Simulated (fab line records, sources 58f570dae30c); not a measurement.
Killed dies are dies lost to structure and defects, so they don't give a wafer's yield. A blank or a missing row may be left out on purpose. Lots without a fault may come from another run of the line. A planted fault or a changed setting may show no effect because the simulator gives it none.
One fault seen from 2 desks | flow berkeley_cmos170 | each desk has only its own numbers; what lay behind them comes last

THE METROLOGY DESK
What the gauges read, lot by lot, whatever tool the lot ran on: means of the sampled wafers that have a number. A lot is out of limits, marked OUT, if its mean lies more than 4 standard deviations from the usual mean; the brackets give that distance.
Columns: A = NSD_TW at UCB170_NSD_TW_MEAS_10, usual 4169; B = V1_TEOS_THK at UCB170_V1_THK_MEAS_01, usual 1996 nm
lot  | first seen here | A    | B
L978 | day 8 07:58     | 4105 | 1999
L980 | day 8 22:04     | 4172 | 2029
L981 | day 8 22:18     | 4116 | 2009
L983 | day 8 22:35     | 4172 | 2006
L984 | day 9 10:51     | 4215 | 1984
L986 | day 9 11:15     | 4218 | 1985
L985 | day 9 11:25     | 4126 | 1991
L988 | day 10 00:07    | 4193 | 1996
L987 | day 10 00:16    | 4187 | 1997
L990 | day 10 11:46    | 4195 | 1896
L997 | day 11 18:13    | 4208 | 1993
L998 | day 12 13:47    | 4150 | 1967
L100 | day 12 23:27    | 4197 | 1987
This desk's finding: nothing out of limits on any of the 13 lots.

THE TOOL OWNER'S DESK: pecvd-02
The tool's own readings at UCB170_V1_CVD_00 (deposits SiO2 from TEOS/O2, target thk 2000 nm, time 250 s): means of the sampled wafers that have a number, for each lot that ran on this tool. A lot is out of limits, marked OUT, if its mean lies more than 4 standard deviations from the usual mean; the brackets give that distance.
Columns: A = heater_power_w at UCB170_V1_CVD_00, usual 247 W; B = rf_fwd_power_W at UCB170_V1_CVD_00, usual 548.4 W
lot  | first seen here | A   | B
L980 | day 9 10:58     | 209 | 549.6
L983 | day 9 13:33     | 207 | 547.5
L984 | day 10 00:00    | 219 | 548.3
L986 | day 10 04:37    | 211 | 548.0
L988 | day 10 10:46    | 166 | 547.2
L990 | day 11 00:19    | 271 | 475.1 (-43) OUT
This desk's finding: out of limits on L990; first on L990, day 11 00:19 (rf_fwd_power_W at UCB170_V1_CVD_00). In limits: L980, L983, L984, L986, L988.

PUT TOGETHER
The tool owner's desk could have raised an alarm at day 11 00:19, on L990.
The metrology desk saw nothing out of limits.
The metrology desk has L990 on record, within its limits.
Of the lots named, all ran UCB170_V1_CVD_00 on pecvd-02.

WHAT THE SIMULATOR HAD PUT IN
Process parameter drift: pecvd-02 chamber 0, from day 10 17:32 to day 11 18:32, at UCB170_V1_CVD_00. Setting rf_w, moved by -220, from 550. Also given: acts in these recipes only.
Lots struck among those shown: L990.
Hours from the fault's start to each desk's first reading out of limits: the tool owner's desk, 7.
